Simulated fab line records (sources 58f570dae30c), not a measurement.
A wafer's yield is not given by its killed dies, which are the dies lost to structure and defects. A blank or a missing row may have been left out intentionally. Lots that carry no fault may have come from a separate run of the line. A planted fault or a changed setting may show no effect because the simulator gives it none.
Which of the tools did it? :: flow berkeley_cmos170 :: 45 wafers from 15 lots sampled at 4 of the route's 331 steps

== WHAT THE GAUGES SHOWED, per wafer ==
UCB170_NSD_OVL_MEAS_07.
lot: L350
measured: day 6 15:45
on: overlay-01
NSD_OVL (nm): 0 -5 4

lot: L351
measured: day 6 20:37
on: overlay-01
NSD_OVL (nm): -9 -5 -2

lot: L353
measured: day 6 20:59
on: overlay-01
NSD_OVL (nm): -3 -4 4

lot: L356
measured: day 7 19:33
on: overlay-01
NSD_OVL (nm): -5 -2 1

lot: L354
measured: day 7 19:40
on: overlay-01
NSD_OVL (nm): -1 -2 9

lot: L358
measured: day 8 09:14
on: overlay-02
NSD_OVL (nm): 4 -2 -1

lot: L360
measured: day 9 01:04
on: overlay-01
NSD_OVL (nm): 3 0 3

lot: L361
measured: day 9 01:32
on: overlay-02
NSD_OVL (nm): -2 -21 -5

lot: L363
measured: day 9 07:53
on: overlay-01
NSD_OVL (nm): -170 -171 -169

lot: L365
measured: day 9 23:15
on: overlay-02
NSD_OVL (nm): -159 -169 -163

lot: L367
measured: day 10 05:32
on: overlay-01
NSD_OVL (nm): -162 -167 -158

lot: L368
measured: day 10 05:10
on: overlay-02
NSD_OVL (nm): -1 6 -9

lot: L369
measured: day 10 17:44
on: overlay-01
NSD_OVL (nm): 5 -14 -7

lot: L370
measured: day 10 18:02
on: overlay-01
NSD_OVL (nm): 0 1 -4

lot: L372
measured: day 11 03:26
on: overlay-01
NSD_OVL (nm): 2 14 4

== WHICH TOOL RAN EACH LOT (tool, then ch and the chambers of the sampled wafers, then the start) ==
lot: L350
UCB170_GATE_STRIP_16: plasma_asher-03 ch 0,1, day 6 01:21
UCB170_SPACER_CVD_00: pecvd-01 ch 0,1,2, day 6 06:57
UCB170_NSD_EXPOSE_03: krf_scanner-02 ch 0, day 6 15:14

lot: L351
UCB170_GATE_STRIP_16: plasma_asher-01 ch 1, day 6 05:16
UCB170_SPACER_CVD_00: pecvd-03 ch 1,2, day 6 12:19
UCB170_NSD_EXPOSE_03: krf_scanner-02 ch 0, day 6 20:07

lot: L353
UCB170_GATE_STRIP_16: plasma_asher-04 ch 0,1, day 6 05:32
UCB170_SPACER_CVD_00: pecvd-01 ch 0,2, day 6 12:47
UCB170_NSD_EXPOSE_03: krf_scanner-01 ch 0, day 6 20:30

lot: L356
UCB170_GATE_STRIP_16: plasma_asher-04 ch 0,1, day 7 05:52
UCB170_SPACER_CVD_00: pecvd-02 ch 0,1,2, day 7 09:33
UCB170_NSD_EXPOSE_03: krf_scanner-01 ch 0, day 7 18:19

lot: L354
UCB170_GATE_STRIP_16: plasma_asher-01 ch 0,1, day 7 06:07
UCB170_SPACER_CVD_00: pecvd-01 ch 0,2, day 7 09:59
UCB170_NSD_EXPOSE_03: krf_scanner-01 ch 0, day 7 18:33

lot: L358
UCB170_GATE_STRIP_16: plasma_asher-03 ch 0,1, day 7 21:15
UCB170_SPACER_CVD_00: pecvd-02 ch 0,1,2, day 8 01:20
UCB170_NSD_EXPOSE_03: krf_scanner-01 ch 0, day 8 08:43

lot: L360
UCB170_GATE_STRIP_16: plasma_asher-04 ch 0,1, day 8 10:53
UCB170_SPACER_CVD_00: pecvd-01 ch 1,2, day 8 16:10
UCB170_NSD_EXPOSE_03: krf_scanner-02 ch 0, day 9 00:34

lot: L361
UCB170_GATE_STRIP_16: plasma_asher-01 ch 0,1, day 8 11:17
UCB170_SPACER_CVD_00: pecvd-02 ch 0,1, day 8 16:31
UCB170_NSD_EXPOSE_03: krf_scanner-02 ch 0, day 9 01:02

lot: L363
UCB170_GATE_STRIP_16: plasma_asher-04 ch 0, day 8 20:23
UCB170_SPACER_CVD_00: pecvd-01 ch 0,1,2, day 9 01:01
UCB170_NSD_EXPOSE_03: krf_scanner-02 ch 0, day 9 07:04

lot: L365
UCB170_GATE_STRIP_16: plasma_asher-01 ch 0,1, day 9 08:06
UCB170_SPACER_CVD_00: pecvd-02 ch 0,2, day 9 15:48
UCB170_NSD_EXPOSE_03: krf_scanner-02 ch 0, day 9 22:44

lot: L367
UCB170_GATE_STRIP_16: plasma_asher-01 ch 0,1, day 9 15:29
UCB170_SPACER_CVD_00: pecvd-01 ch 0,2, day 9 20:06
UCB170_NSD_EXPOSE_03: krf_scanner-02 ch 0, day 10 04:53

lot: L368
UCB170_GATE_STRIP_16: plasma_asher-01 ch 1, day 9 15:46
UCB170_SPACER_CVD_00: pecvd-03 ch 0,2, day 9 20:22
UCB170_NSD_EXPOSE_03: krf_scanner-01 ch 0, day 10 04:34

lot: L369
UCB170_GATE_STRIP_16: plasma_asher-01 ch 0, day 10 05:05
UCB170_SPACER_CVD_00: pecvd-01 ch 0,2, day 10 09:59
UCB170_NSD_EXPOSE_03: krf_scanner-01 ch 0, day 10 17:12

lot: L370
UCB170_GATE_STRIP_16: plasma_asher-04 ch 0,1, day 10 05:13
UCB170_SPACER_CVD_00: pecvd-03 ch 1,2, day 10 10:14
UCB170_NSD_EXPOSE_03: krf_scanner-01 ch 0, day 10 17:28

lot: L372
UCB170_GATE_STRIP_16: plasma_asher-03 ch 0,1, day 10 15:28
UCB170_SPACER_CVD_00: pecvd-03 ch 0,2, day 10 20:22
UCB170_NSD_EXPOSE_03: krf_scanner-01 ch 0, day 11 02:37
- UCB170_GATE_STRIP_16: strips in O2.
- UCB170_SPACER_CVD_00: deposits SiO2 from TEOS/O2, target thk 376 nm, time 47 s.
- UCB170_NSD_EXPOSE_03: exposes mask NSELECT MOD, target cd 1200 nm.

== WHAT THE TOOLS THEMSELVES READ (means of the sampled wafers that have a number; where no wafer has one, the mark that the record gives instead) ==
UCB170_GATE_STRIP_16.
lot: L350
tool: plasma_asher-03
drypump_motor_current_A (A): 5.3
oes_product_au (a.u.): 0.724

lot: L351
tool: plasma_asher-01
drypump_motor_current_A (A): 5.9
oes_product_au (a.u.): 0.722

lot: L353
tool: plasma_asher-04
drypump_motor_current_A (A): 5.0
oes_product_au (a.u.): 0.725

lot: L356
tool: plasma_asher-04
drypump_motor_current_A (A): 5.0
oes_product_au (a.u.): 0.727

lot: L354
tool: plasma_asher-01
drypump_motor_current_A (A): 5.4
oes_product_au (a.u.): 0.727

lot: L358
tool: plasma_asher-03
drypump_motor_current_A (A): 5.4
oes_product_au (a.u.): 0.721

lot: L360
tool: plasma_asher-04
drypump_motor_current_A (A): 5.0
oes_product_au (a.u.): 0.725

lot: L361
tool: plasma_asher-01
drypump_motor_current_A (A): 5.7
oes_product_au (a.u.): 0.728

lot: L363
tool: plasma_asher-04
drypump_motor_current_A (A): 4.7
oes_product_au (a.u.): 0.721

lot: L365
tool: plasma_asher-01
drypump_motor_current_A (A): 5.7
oes_product_au (a.u.): 0.719

lot: L367
tool: plasma_asher-01
drypump_motor_current_A (A): 5.4
oes_product_au (a.u.): 0.724

lot: L368
tool: plasma_asher-01
drypump_motor_current_A (A): 5.9
oes_product_au (a.u.): 0.729

lot: L369
tool: plasma_asher-01
drypump_motor_current_A (A): 5.2
oes_product_au (a.u.): 0.727

lot: L370
tool: plasma_asher-04
drypump_motor_current_A (A): 5.2
oes_product_au (a.u.): 0.723

lot: L372
tool: plasma_asher-03
drypump_motor_current_A (A): 5.3
oes_product_au (a.u.): 0.724

UCB170_SPACER_CVD_00.
lot: L350
tool: pecvd-01
heater_power_w (W): 250
rf_fwd_power_W (W): 544.1

lot: L351
tool: pecvd-03
heater_power_w (W): 252
rf_fwd_power_W (W): 541.9

lot: L353
tool: pecvd-01
heater_power_w (W): 215
rf_fwd_power_W (W): 545.1

lot: L356
tool: pecvd-02
heater_power_w (W): 291
rf_fwd_power_W (W): 547.4

lot: L354
tool: pecvd-01
heater_power_w (W): 240
rf_fwd_power_W (W): 544.8

lot: L358
tool: pecvd-02
heater_power_w (W): 317
rf_fwd_power_W (W): 546.1

lot: L360
tool: pecvd-01
heater_power_w (W): 221
rf_fwd_power_W (W): 545.5

lot: L361
tool: pecvd-02
heater_power_w (W): 335
rf_fwd_power_W (W): 544.4

lot: L363
tool: pecvd-01
heater_power_w (W): 228
rf_fwd_power_W (W): 544.0

lot: L365
tool: pecvd-02
heater_power_w (W): 295
rf_fwd_power_W (W): 543.6

lot: L367
tool: pecvd-01
heater_power_w (W): 273
rf_fwd_power_W (W): 545.2

lot: L368
tool: pecvd-03
heater_power_w (W): 180
rf_fwd_power_W (W): 540.8

lot: L369
tool: pecvd-01
heater_power_w (W): 238
rf_fwd_power_W (W): 545.2

lot: L370
tool: pecvd-03
heater_power_w (W): 238
rf_fwd_power_W (W): 542.0

lot: L372
tool: pecvd-03
heater_power_w (W): 167
rf_fwd_power_W (W): 540.9

== THE ANSWER, worked out from the rows above alone ==
Rule: the usual values come from the lots themselves. The widest of any qualifying gaps counts: lots, ordered by their means at a reading, are off when they make up no more than a third of the lots, leave a main group of 4 or more, and stand apart from it by 3 or more times the standard deviation of that group's means. A main group whose means are all the same, to the digits that the tables above print for the reading, isn't used. A lot without any number at a reading at which 4 lots or more have one is off too. Any other lot the step has rows for is counted as sound. The gauges are gone through in route order, then the tools' own readings, and for those a lot's mean is taken as printed above. At the first step where some lot is off, the reading lying furthest off is the one used; lots without a number count as furthest.
Off: at UCB170_NSD_OVL_MEAS_07 (NSD_OVL), L363, L365, L367. The main group: mean -1 nm, standard deviation 3.9.
If a tool, at a process step before that reading, ran all the lots that are off and no sound lot after the first of them, it fits. Those tools and the gauges at UCB170_NSD_OVL_MEAS_07 are tried in the same way. One candidate fits, namely krf_scanner-02 at UCB170_NSD_EXPOSE_03. A fault onset in the window from L361 (day 9 01:02, its last sound lot) to L363 (day 9 07:04, its first lot off) fits.

== WHAT THE SIMULATOR PUT IN ==
Scanner matching overlay: krf_scanner-02, from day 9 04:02 on, at UCB170_NSD_EXPOSE_03. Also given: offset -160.
Lots struck among those shown: L363, L365, L367. The rule given above showed the same thing.
